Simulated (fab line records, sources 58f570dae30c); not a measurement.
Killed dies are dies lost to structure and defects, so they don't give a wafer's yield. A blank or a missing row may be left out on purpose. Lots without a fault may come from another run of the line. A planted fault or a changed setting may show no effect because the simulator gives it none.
Which tool did it? | flow berkeley_cmos170 | 16 lots, 48 wafers sampled, at 5 steps of a route of 331

WHAT THE GAUGES READ, wafer by wafer
UCB170_PWELL_TW_MEAS_17.
lot  | measured    | on            | PWELL_TW
L962 | day 3 01:32 | film_metro-03 | 382 384 382
L963 | day 3 07:46 | film_metro-03 | 384 383 382
L964 | day 3 21:21 | film_metro-01 | 382 382 380
L966 | day 4 04:32 | film_metro-03 | 383 385 383
L965 | day 4 04:53 | film_metro-01 | 383 381 381
L967 | day 4 05:02 | film_metro-01 | 381 383 381
L968 | day 4 19:44 | film_metro-01 | 380 383 381
L969 | day 5 00:56 | film_metro-03 | 383 381 381
L970 | day 5 01:01 | film_metro-04 | 376 374 375
L971 | day 5 01:24 | film_metro-01 | 378 377 376
L973 | day 5 13:57 | film_metro-01 | 381 379 378
L972 | day 5 14:12 | film_metro-04 | 374 374 375
L975 | day 6 02:25 | film_metro-01 | 644 649 644
L974 | day 6 02:40 | film_metro-03 | 646 647 647
L976 | day 6 12:26 | film_metro-04 | 634 635 633
L977 | day 6 12:36 | film_metro-03 | 641 644 646

UCB170_PVT_OVL_MEAS_06.
lot  | measured    | on         | PVT_OVL (nm)
L962 | day 6 09:05 | overlay-01 | -9 -1 -6
L963 | day 6 05:08 | overlay-01 | 2 4 1
L964 | day 7 00:58 | overlay-02 | 3 4 12
L966 | day 7 09:44 | overlay-02 | 12 2 2
L965 | day 7 09:29 | overlay-02 | 3 -1 4
L967 | day 7 09:58 | overlay-02 | 5 1 -3
L968 | day 8 03:19 | overlay-01 | 7 8 7
L969 | day 8 03:35 | overlay-02 | 0 1 -7
L970 | day 8 04:19 | overlay-01 | -10 -5 -3
L971 | day 8 15:41 | overlay-02 | 4 2 7
L973 | day 8 15:31 | overlay-01 | 5 4 8
L972 | day 8 15:47 | overlay-01 | -2 -7 -3
L975 | day 9 05:34 | overlay-01 | 4 5 -8
L974 | day 9 05:35 | overlay-02 | 1 2 6
L976 | day 9 20:06 | overlay-01 | -2 1 -1
L977 | day 9 19:39 | overlay-01 | 4 11 15

UCB170_V1_OVL_MEAS_13.
lot  | measured     | on         | V1_OVL (nm)
L962 | day 8 05:53  | overlay-02 | -2 -3 3
L963 | day 8 11:07  | overlay-01 | -11 -6 -6
L964 | day 8 20:16  | overlay-01 | -3 2 3
L966 | day 9 07:05  | overlay-01 | -4 0 2
L965 | day 9 05:20  | overlay-01 | -7 -3 -1
L967 | day 9 05:03  | overlay-02 | -5 -5 -3
L968 | day 10 01:34 | overlay-02 | -1 0 -4
L969 | day 10 00:04 | overlay-01 | 3 -4 4
L970 | day 9 21:24  | overlay-02 | -4 0 -2
L971 | day 10 19:34 | overlay-02 | 1 -5 -2
L973 | day 10 14:48 | overlay-01 | 4 -3 1
L972 | day 10 19:50 | overlay-02 | 7 -1 5
L975 | day 11 03:43 | overlay-01 | 5 1 17
L974 | day 11 03:38 | overlay-02 | 0 -6 -3
L976 | day 11 20:49 | overlay-01 | -2 8 -2
L977 | day 11 20:39 | overlay-01 | -9 -4 -15

UCB170_V2_BOW_MEAS_03.
lot  | measured     | on            | V2_BOW (um)
L962 | day 8 09:28  | film_metro-04 | 49 37 28
L963 | day 8 14:35  | film_metro-02 | 47 39 50
L964 | day 8 23:59  | film_metro-04 | 39 34 28
L966 | day 9 11:50  | film_metro-01 | 39 31 26
L965 | day 9 09:45  | film_metro-04 | 39 40 40
L967 | day 9 09:23  | film_metro-01 | 37 31 35
L968 | day 10 05:11 | film_metro-02 | 36 33 45
L969 | day 10 03:39 | film_metro-01 | 31 33 33
L970 | day 10 01:10 | film_metro-04 | 33 40 37
L971 | day 10 23:16 | film_metro-01 | 54 44 45
L973 | day 10 21:27 | film_metro-01 | 30 46 44
L972 | day 10 23:34 | film_metro-04 | 35 33 16
L975 | day 11 07:27 | film_metro-02 | 42 31 45
L974 | day 11 07:11 | film_metro-02 | 21 39 43
L976 | day 12 03:23 | film_metro-02 | 26 41 40
L977 | day 12 01:20 | film_metro-04 | 40 42 43

WHICH TOOL RAN EACH LOT (tool, then ch and the chambers of the sampled wafers, then the start)
lot  | UCB170_PWELL_IMPLANT_15
L962 | implanter-01 ch 0, day 3 01:17
L963 | implanter-03 ch 0, day 3 07:32
L964 | implanter-03 ch 0, day 3 21:08
L966 | implanter-02 ch 0, day 4 04:17
L965 | implanter-03 ch 0, day 4 04:38
L967 | implanter-01 ch 0, day 4 04:45
L968 | implanter-01 ch 0, day 4 19:29
L969 | implanter-03 ch 0, day 5 00:42
L970 | implanter-01 ch 0, day 5 00:46
L971 | implanter-02 ch 0, day 5 01:09
L973 | implanter-03 ch 0, day 5 13:44
L972 | implanter-03 ch 0, day 5 13:58
L975 | implanter-03 ch 0, day 6 02:10
L974 | implanter-03 ch 0, day 6 02:26
L976 | implanter-03 ch 0, day 6 12:13
L977 | implanter-01 ch 0, day 6 12:21
- UCB170_PWELL_IMPLANT_15

WHAT THE TOOLS THEMSELVES READ (means of the sampled wafers that have a number; where no wafer has one, the mark that the record gives instead)
UCB170_PWELL_IMPLANT_15.
lot  | tool         | dose_ions_cm2
L962 | implanter-01 | 5e+12
L963 | implanter-03 | 5e+12
L964 | implanter-03 | 5e+12
L966 | implanter-02 | 5e+12
L965 | implanter-03 | 5e+12
L967 | implanter-01 | 5e+12
L968 | implanter-01 | 5e+12
L969 | implanter-03 | 5e+12
L970 | implanter-01 | 5e+12
L971 | implanter-02 | 5e+12
L973 | implanter-03 | 5e+12
L972 | implanter-03 | 5e+12
L975 | implanter-03 | 5e+12
L974 | implanter-03 | 5e+12
L976 | implanter-03 | 5e+12
L977 | implanter-01 | 5e+12

THE ANSWER, worked out from the rows above alone
Rule: what is usual is taken from the lots themselves. Put in order of their means at a reading, lots are off if they are a third of the lots or fewer, leave a main group of 4 or more, and stand apart from it by a gap of 3 or more times the standard deviation of the main group's means; of several such gaps the widest counts. A main group whose means are all the same, to the digits that the tables above print for the reading, isn't used. A lot without any number at a reading at which 4 lots or more have one is off too. The other lots that the step has rows for count as sound. The gauges are gone through in route order, then the tools' own readings, and for those a lot's mean is taken as printed above. The first step at which some lot is off is used, and at that step the reading that is off furthest; a lot without a number counts as furthest.
Off: L975, L974, L976, L977, at UCB170_PWELL_TW_MEAS_17 (PWELL_TW). The main group: mean 380, standard deviation 3.
A tool fits if, at a process step before that reading, it ran every lot that is off, and no sound lot after the first of them. The gauges at UCB170_PWELL_TW_MEAS_17 are tried like those tools. None of those tried fits.

WHAT THE SIMULATOR HAD PUT IN
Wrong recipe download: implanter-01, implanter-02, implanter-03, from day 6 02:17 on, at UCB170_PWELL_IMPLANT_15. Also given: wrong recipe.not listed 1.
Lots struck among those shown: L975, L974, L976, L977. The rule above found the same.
